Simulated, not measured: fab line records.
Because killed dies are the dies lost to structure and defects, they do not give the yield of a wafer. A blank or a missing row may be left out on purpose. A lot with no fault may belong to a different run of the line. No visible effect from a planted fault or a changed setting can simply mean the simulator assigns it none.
Which tool was responsible? | flow rit cmos | 36 wafers from 12 lots sampled at 5 of the route's 202 steps

== WHAT THE GAUGES READ, wafer by wafer ==
RIT_ACTIVE_THK_MEAS_02.
lot  | measured    | on            | ACTIVE_OXIDE_THK (nm)
L686 | day 1 12:03 | film metro-01 | 46.6 47.3 46.5
L687 | day 1 18:37 | film metro-02 | 47.2 46.9 47.3
L688 | day 1 23:07 | film metro-02 | 47.4 47.0 47.3
L689 | day 2 03:05 | film metro-01 | 46.2 45.1 45.9
L697 | day 3 19:08 | film metro-01 | 50.7 51.7 51.2
L698 | day 4 03:46 | film metro-04 | 52.4 51.5 51.4
L701 | day 4 15:55 | film metro-02 | 46.8 46.2 46.2
L702 | day 5 00:16 | film metro-02 | 47.0 46.6 46.8
L703 | day 5 03:31 | film metro-02 | 46.1 46.4 46.0
L704 | day 5 08:21 | film metro-02 | 47.1 46.8 47.5
L705 | day 5 15:22 | film metro-04 | 45.4 46.8 46.3
L709 | day 6 07:11 | film metro-01 | 46.3 45.4 45.9

RIT_NRETRO_OVL_MEAS_06.
lot  | measured    | on         | NRETRO_OVL (nm)
L686 | day 2 07:32 | overlay-01 | 0.7 -1.8 0.1
L687 | day 2 12:38 | overlay-02 | 2.0 2.4 2.2
L688 | day 2 17:51 | overlay-02 | -0.6 -0.4 0.4
L689 | day 2 22:49 | overlay-01 | 0.5 -1.7 0.3
L697 | day 4 18:52 | overlay-02 | 0.6 -0.7 1.2
L698 | day 5 01:22 | overlay-01 | 0.2 0.2 0.9
L701 | day 5 20:27 | overlay-02 | -1.6 -1.7 -1.3
L702 | day 6 03:28 | overlay-01 | 1.3 -0.1 1.4
L703 | day 6 03:43 | overlay-01 | -0.1 -1.1 0.0
L704 | day 6 14:22 | overlay-02 | 0.6 -0.2 0.3
L705 | day 6 18:03 | overlay-01 | 0.1 0.9 1.7
L709 | day 7 04:04 | overlay-02 | 0.3 1.2 -0.3

RIT_REOX_THK_MEAS_04.
lot  | measured    | on            | REOX_OXIDE_THK (nm)
L686 | day 2 18:58 | film metro-03 | 24.8 24.9 24.9
L687 | day 3 01:48 | film metro-01 | 25.2 25.0 24.8
L688 | day 3 07:49 | film metro-03 | 24.9 25.1 25.0
L689 | day 3 10:23 | film metro-01 | 25.2 25.3 25.0
L697 | day 5 14:07 | film metro-01 | 25.1 25.0 24.9
L698 | day 6 01:03 | film metro-04 | 25.1 24.9 25.2
L701 | day 6 11:11 | film metro-04 | 24.7 24.5 25.4
L702 | day 6 15:58 | film metro-04 | 24.5 24.2 24.3
L703 | day 6 15:58 | film metro-01 | 25.3 25.1 24.8
L704 | day 7 04:05 | film metro-04 | 24.8 24.5 24.8
L705 | day 7 10:38 | film metro-01 | 25.0 25.0 24.5
L709 | day 7 16:41 | film metro-04 | 25.3 25.3 25.1

RIT_NLDD_OVL_MEAS_06.
lot  | measured    | on         | NLDD_OVL (nm)
L686 | day 2 20:00 | overlay-02 | -0.2 -2.2 -0.1
L687 | day 3 03:01 | overlay-02 | 1.9 1.8 0.3
L688 | day 3 08:44 | overlay-01 | 2.2 2.8 2.2
L689 | day 3 11:25 | overlay-01 | -1.4 -1.0 -2.5
L697 | day 5 15:02 | overlay-02 | -1.0 -1.9 -1.8
L698 | day 6 01:58 | overlay-01 | -0.3 -1.1 -2.4
L701 | day 6 12:05 | overlay-02 | 0.1 -1.8 -1.5
L702 | day 6 17:14 | overlay-02 | -1.9 -3.0 -1.6
L703 | day 6 17:31 | overlay-02 | 0.4 1.7 0.0
L704 | day 7 04:59 | overlay-02 | 0.2 -1.3 0.9
L705 | day 7 11:41 | overlay-02 | -1.9 -2.7 -0.6
L709 | day 7 17:49 | overlay-01 | -2.2 -1.3 -1.7

== TOOL THAT RAN EACH LOT (tool first, then ch and the chambers of the sampled wafers, then the start) ==
lot  | RIT_ACTIVE_OXIDATION_01
L686 | furnace-03 ch 0, day 1 10:07
L687 | furnace-03 ch 0, day 1 16:41
L688 | furnace-03 ch 0, day 1 21:10
L689 | furnace-04 ch 0, day 2 01:07
L697 | furnace-04 ch 0, day 3 17:11
L698 | furnace-04 ch 0, day 4 01:50
L701 | furnace-03 ch 0, day 4 13:59
L702 | furnace-03 ch 0, day 4 22:20
L703 | furnace-03 ch 0, day 5 01:35
L704 | furnace-03 ch 0, day 5 06:23
L705 | furnace-03 ch 0, day 5 13:25
L709 | furnace-03 ch 0, day 6 05:15
- RIT_ACTIVE_OXIDATION_01: target thk 46.8 nm, ox time 3360 s.

== WHAT THE TOOLS THEMSELVES READ (means of the sampled wafers that have a number; where no wafer has one, the mark that the record gives instead) ==
RIT_ACTIVE_OXIDATION_01.
lot  | tool       | spike tc centre C (C) | spike tc load C (C) | spike tc source C (C)
L686 | furnace-03 | 1000.2                | 1026.1              | 1026.4
L687 | furnace-03 | 1001.2                | 1027.0              | 1027.2
L688 | furnace-03 | 1001.3                | 1026.0              | 1026.5
L689 | furnace-04 | 1001.7                | 1025.6              | 1024.4
L697 | furnace-04 | 1014.6                | 1038.3              | 1037.7
L698 | furnace-04 | 1016.1                | 1039.7              | 1036.6
L701 | furnace-03 | 1001.5                | 1026.4              | 1027.6
L702 | furnace-03 | 1001.4                | 1025.8              | 1025.9
L703 | furnace-03 | 1001.3                | 1026.6              | 1026.9
L704 | furnace-03 | 1001.4                | 1026.0              | 1027.0
L705 | furnace-03 | 1001.1                | 1025.8              | 1027.1
L709 | furnace-03 | 1001.9                | 1025.1              | 1026.6

== THE ANSWER, worked out from the rows above alone ==
Rule: the usual values come from the lots themselves. Put in order of their means at a reading, lots are off if they are a third of the lots or fewer, leave a main group of 4 or more, and stand apart from it by a gap of 3 or more times the standard deviation of the main group's means; of several such gaps the widest counts. A main group is skipped when, at the precision printed for the reading in the tables above, its means are all equal. Also off: a lot with no number at a reading for which 4 or more lots have one. All remaining lots with rows at the step are treated as sound. Order of review: gauges by route order, followed by the tools' own readings, for which a lot's mean as printed above is used. At the first step where some lot is off, the reading lying furthest off is the one used; lots without a number count as furthest.
Off: L697, L698, at RIT_ACTIVE_THK_MEAS_02 (ACTIVE_OXIDE_THK). The main group has a mean of 46.5 nm with a standard deviation of 0.52.
If a tool, at a process step before that reading, ran all the lots that are off and no sound lot after the first of them, it fits. The gauges at RIT_ACTIVE_THK_MEAS_02 aren't tried: what is off there is off at RIT_ACTIVE_OXIDATION_01 too, on other tools, and a gauge's error can't cause that. One candidate fits, namely furnace-04 at RIT_ACTIVE_OXIDATION_01. Its last sound lot is L689 (day 2 01:07), its first lot that is off L697 (day 3 17:11): a fault that began between those two fits.
The tool's own readings at RIT_ACTIVE_OXIDATION_01 bear it out: on the lots that are off they differ by more than 5 times the standard deviation of the sound lots' means. spike tc centre C reads 1015.4 C there against 1001.3 C on the sound lots; spike tc load C reads 1039.0 C there against 1026.0 C on the sound lots; spike tc source C reads 1037.2 C there against 1026.6 C on the sound lots.

== WHAT THE SIMULATOR HAD INSERTED ==
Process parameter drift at RIT_ACTIVE_OXIDATION_01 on furnace-04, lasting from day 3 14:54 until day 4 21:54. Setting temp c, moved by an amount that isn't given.
Struck lots among those shown: L697, L698. Same finding as the rule above.
